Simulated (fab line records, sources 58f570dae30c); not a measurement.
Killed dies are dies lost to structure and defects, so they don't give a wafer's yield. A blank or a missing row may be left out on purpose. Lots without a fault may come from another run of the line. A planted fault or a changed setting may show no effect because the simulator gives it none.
Problem report in the 8D (eight disciplines) form, filled by code | flow berkeley_cmos170 | the parts of the form that need people (team, actions taken, sign-off) are left out

1. THE PROBLEM
NVT_TW at UCB170_NVT_TW_MEAS_09 reads a mean of 543 on 6 wafers of 2 lots; wafers without a fault read 519 with a standard deviation of 3.8. That is +6.3 standard deviations from the usual mean.
First seen on wafer L775.1, day 10 02:58, on film_metro-02. The record holds 42 wafers of 14 lots with a number at this step. Rule for "out", or "out of limits": more than 4 standard deviations from the usual mean. The other wafers with a number count as sound.

2. WHAT IT IS AND WHAT IT IS NOT
question                    | is                           | is not
which readings at this step | NVT_TW                       | -
which lots                  | L775, L780                   | L758, L759, L763, L764, L766, L767, L768, L770, L771, L772, L774, L781
which wafers of those lots  | all that have a number       | -
read on which gauges        | film_metro-02, film_metro-03 | film_metro-04
when                        | from day 10 02:58            | up to then (33 sound wafers); but 3 sound wafers of L781 came after

3. SUSPECTS, AND WHAT RULES EACH OUT
Counting: a tool at a process step up to the reading stays a suspect if it ran every lot that is out and no sound lot after the first of them.
- the gauge at UCB170_NVT_TW_MEAS_09: ruled out. The wafers that are out were read on 2 gauges (film_metro-02, film_metro-03).
- implanter-03 at UCB170_NVT_IMPLANT_07: kept. It ran every lot that is out, first L775 (day 10 02:41), and no sound lot after that; its last sound lot up to then is L771 (day 8 23:25). Its own readings are out on those wafers: dose_ions_cm2, faraday_current_uA.
Left after counting: implanter-03 at UCB170_NVT_IMPLANT_07.

4. THE CAUSE (what the simulator had put in)
Process parameter drift: implanter-03, from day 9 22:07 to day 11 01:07, at UCB170_NVT_IMPLANT_07. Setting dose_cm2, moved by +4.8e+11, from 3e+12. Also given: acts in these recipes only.
Counting left only this tool.

5. THE CHAIN OF EFFECTS, in route order
Each row: a reading whose mean over the struck wafers that have a number lies more than 3 standard deviations from the usual. Only readings for which the record gives a usual standard deviation are gone through. hours: the time from each lot's start at the first step in this table that gives one to its start at this step, as a median over the lots. sigmas: the change in usual standard deviations.
hours | step                  | reading            | usual     | on struck wafers | change     | sigmas
0     | UCB170_NVT_IMPLANT_07 | dose_ions_cm2      | 3.001e+12 | 3.482e+12        | +4.807e+11 | +99 or more
0     | UCB170_NVT_IMPLANT_07 | faraday_current_uA | 9.49      | 10.93            | +1.44      | +7.6
0     | UCB170_NVT_TW_MEAS_09 | NVT_TW             | 519       | 543              | +24        | +6.3
The process steps in it:
- UCB170_NVT_IMPLANT_07
Later measuring or inspecting steps at which every struck wafer that the step has a row for has a number for every such reading, and none has moved that far: UCB170_M2_OVL_MEAS_16.

6. WHAT WOULD HAVE CAUGHT IT SOONER
In this record the first reading out of limits at a measuring or inspecting step was taken at day 10 02:58, 5 hours after the fault began at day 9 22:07.
The tool's own readings at UCB170_NVT_IMPLANT_07 were out on every struck wafer that the step has a row for (dose_ions_cm2, faraday_current_uA): an alarm limit on them would have fired on the first of those.
Of the lots that are out (2), L780 began UCB170_NVT_IMPLANT_07 on implanter-03 after day 10 02:58. A hold on the tool at that time would have spared it.
